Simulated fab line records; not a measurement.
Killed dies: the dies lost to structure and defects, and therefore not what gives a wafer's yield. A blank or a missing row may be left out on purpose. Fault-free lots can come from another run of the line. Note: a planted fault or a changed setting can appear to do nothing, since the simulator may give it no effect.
Comparing a struck lot with a sound one | flow ritCmos | 15 out of 202 route steps
Sound: the wafers L877.2, L877.4, L877.5. Struck: wafers L883.3, L883.4, L883.5. The cause comes at the end.
Per side, at each step with rows, come the tool, then ch with its chambers, and then its first start. Under that, the readings that differ: sound wafers | struck wafers | difference of the means | sigmas: that difference in standard deviations of wafers without a fault.
alike: words and numbers the same on both sides, and readings whose means are apart by under 2 such deviations; not compared: readings that were withheld, readings missing a value for some wafer, numbers with overlapping values and no deviation given by the record, and bounds like >300 which may hide the same value.
A row with sigmas, a row that says differs or no value, or rows on one side alone: a step with any of these is where the two part. Non-overlapping numbers with no deviation appear without sigmas and do not part them. A reading that every wafer of one side lacks parts them only if that side has two wafers or more.

first, 3 steps without rows for these wafers: RIT_SDANNEAL_CLEAN_00 (cleans in SC1, time 600 s); RIT_SDANNEAL_CLEAN_01 (cleans in dHF, time 30 s); RIT_SDANNEAL_CLEAN_02 (cleans in SC2, time 600 s).
RIT_SDANNEAL_RTA_03: time 5 s.
  sound on rtpAnneal-02 ch 0, day 3 10:43; struck on rtpAnneal-02 ch 0, day 4 18:47
  alike: rampDownCPerS, wafer_temp_C_max
RIT_SDANNEAL_RS_MEAS_04: the measuring method here is four-point-probe.
  sound on filmMetro-03, day 3 10:47; struck on filmMetro-04, day 4 18:52
  alike: PSD_RS
RIT_SDANNEAL_RS_MEAS_05: the measuring method here is four-point-probe.
  sound on filmMetro-03, day 3 10:55; struck on filmMetro-04, day 4 18:59
  alike: NSD_RS
RIT_SDANNEAL_RS_MEAS_06: the measuring method here is four-point-probe.
  sound on filmMetro-03, day 3 11:02; struck on filmMetro-04, day 4 19:06
reading          | sound             | struck            | difference | sigmas
PLDD_RS (ohm/sq) | 177.9 178.0 178.4 | 178.8 179.1 179.1 | +0.9       | +2
RIT_SDANNEAL_RS_MEAS_07: the measuring method here is four-point-probe.
  sound on filmMetro-03, day 3 11:09; struck on filmMetro-04, day 4 19:13
  alike: NLDD_RS
then, 1 step without rows for these wafers: RIT_SILICIDE_WET_ETCH_00 (etches SiO2 in BOE, target depth 14 nm, time 15 s).
RIT_SILICIDE_SPUTTER_01: material Ti, target thk 30 nm, time 240 s.
  sound on pvdSputter-03, day 3 11:16; struck on pvdSputter-01, day 4 19:20
  alike: throttleValvePct
RIT_SILICIDE_RS_MEAS_02: the measuring method here is four-point-probe.
  sound on filmMetro-02, day 3 11:26; struck on filmMetro-01, day 4 19:31
  alike: SILICIDE_TI_RS
RIT_SILICIDE_THK_MEAS_03: measures by xrf.
  sound on filmMetro-02, day 3 11:33; struck on filmMetro-01, day 4 19:37
  alike: SILICIDE_TI_THK
RIT_SILICIDE_RTA_04: time 10 s, ramp up 5 s, ramp down 5 s.
  sound on rtpAnneal-01 ch 0, day 3 11:37; struck on rtpAnneal-01 ch 0, day 4 19:41
reading          | sound             | struck            | difference | sigmas
wafer_temp_C_max | 653.0 653.3 652.7 | 656.6 656.0 656.3 | +3.3       | +5
then, 1 step without rows for these wafers: RIT_SILICIDE_WET_ETCH_05 (etches Ti in SPM, time 120 s).
RIT_M1_PROBE_99:
  sound on prober-01, day 3 18:13; struck on prober-01, day 5 02:20
reading                       | sound             | struck            | difference | sigmas
model.etest.npolyLine.rsOhmSq | 17.16 17.07 16.96 | 16.94 16.89 16.83 | -0.18      | 
  alike: killedAtFrontEnd, killedDies, killedOpen, killedShort
  not compared: model.etest.ppolyLine.rsOhmSq, model.etest.ppolySal.rsOhmSq, model.etest.pplusSal.rsOhmSq

WHERE THEY PART
Earliest at RIT_SDANNEAL_RS_MEAS_06; latest, in this record, at RIT_SILICIDE_RTA_04. Later steps at which nothing parts them and some readings are alike: RIT_M1_PROBE_99.

WHY: the cause the simulator had injected
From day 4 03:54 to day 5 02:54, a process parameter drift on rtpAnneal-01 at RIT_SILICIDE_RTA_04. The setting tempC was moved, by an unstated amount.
